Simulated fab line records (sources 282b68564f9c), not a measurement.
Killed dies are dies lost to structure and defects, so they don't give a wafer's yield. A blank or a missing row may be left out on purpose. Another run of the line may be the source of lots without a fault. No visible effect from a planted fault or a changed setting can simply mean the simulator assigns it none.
Split-lot study	flow rit_cmos	23 wafers read from 5 lots, route of 202 steps

## SPLIT DETAILS
At RIT_PSD_IMPLANT_08, the setting energy_kev was moved away from the recipe's 27 on 7 of the 23 wafers read, by -5.6% to +1.6%. All remaining wafers had this setting at the recipe value.

## FROM THE SPLIT TO THE READING: what the file shows between them, 3 steps
- RIT_PSD_STRIP_09: strips in O2, time 180 s
- RIT_SDANNEAL_CLEAN_02: cleans in SC2, time 600 s
- RIT_SDANNEAL_RTA_03: time 5 s

## THE READING
At RIT_SDANNEAL_RS_MEAS_04, a four-point-probe measurement gives PSD_RS in ohm/sq. Typical for fault-free wafers on this fab line: 115.6 ohm/sq, with standard deviation 0.33 ohm/sq.

wafer	tool, chamber at the split	energy_kev as run	against the recipe	PSD_RS, ohm/sq	against lot-mates on the recipe
L074.1	implanter-03, 0	27	recipe	115.8	-
L074.2	implanter-03, 0	27	recipe	115.7	-
L074.4	implanter-03, 0	27	recipe	115.4	-
L076.1	implanter-04, 0	27	recipe	115.1	-
L076.2	implanter-04, 0	27	recipe	115.4	-
L076.3	implanter-04, 0	27	recipe	115.7	-
L076.5	implanter-04, 0	27	recipe	115.2	-
L076.6	implanter-04, 0	27	recipe	115.3	-
L080.1	implanter-01, 0	27	recipe	116.0	-
L080.2	implanter-01, 0	25.48	-5.6%	119.6	+3.5
L080.3	implanter-01, 0	25.48	-5.6%	119.1	+3.0
L080.4	implanter-01, 0	27	recipe	116.1	-
L080.6	implanter-01, 0	25.48	-5.6%	119.5	+3.5
L082.1	implanter-04, 0	26.09	-3.4%	116.7	+1.5
L082.3	implanter-04, 0	27	recipe	115.2	-
L082.4	implanter-04, 0	27	recipe	115.2	-
L082.5	implanter-04, 0	26.09	-3.4%	117.4	+2.2
L082.6	implanter-04, 0	27	recipe	115.2	-
L084.1	implanter-03, 0	27	recipe	115.9	-
L084.3	implanter-03, 0	27	recipe	115.9	-
L084.4	implanter-03, 0	27.42	+1.6%	114.8	-1.1
L084.5	implanter-03, 0	27.42	+1.6%	115.1	-0.8
L084.6	implanter-03, 0	27	recipe	115.8	-

THE FIT
A straight line over all 23 wafers: PSD_RS changes by -0.623 ohm/sq for each +1% of energy_kev; r = -0.96; the points scatter about the line by 0.41 ohm/sq.
The same after taking each lot's own level away (the mean of its wafers on the recipe; 23 wafers): -0.587 ohm/sq for each +1%; r = -0.99; scatter 0.19 ohm/sq.
Per that fit: largest energy_kev move, reading shift of 3.3 ohm/sq.
The lots' own levels span 115.20 to 116.05 ohm/sq, that is 2.6 times the standard deviation above.
Hence the lot-to-lot level has little effect on the slope; both slopes agree.
Check: for one of the wafers moved furthest among these (-5.6%), held out of the fit, the line's prediction against its lot-mates is +3.21 ohm/sq. It came out at +3.55 ohm/sq against them.

## THE WHOLE CHAIN: every reading that the file lists as answering this split, in the file's order
step	what it does	reading	change (the file's fit)	r (the file's)
RIT_PSD_IMPLANT_08		implant.rp_nm (the simulator's own value, which no gauge read)	+0.182 nm for each +1% of the setting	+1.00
RIT_PSD_IMPLANT_08		implant.drp_nm (the simulator's own value, which no gauge read)	+0.0855 nm for each +1% of the setting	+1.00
RIT_SDANNEAL_RS_MEAS_04	measures by four-point-probe	PSD_RS	-0.583 for each +1% of the setting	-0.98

## FILE'S OWN FIT
PSD_RS changes by -0.583 ohm/sq for each +1% of energy_kev, r = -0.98.
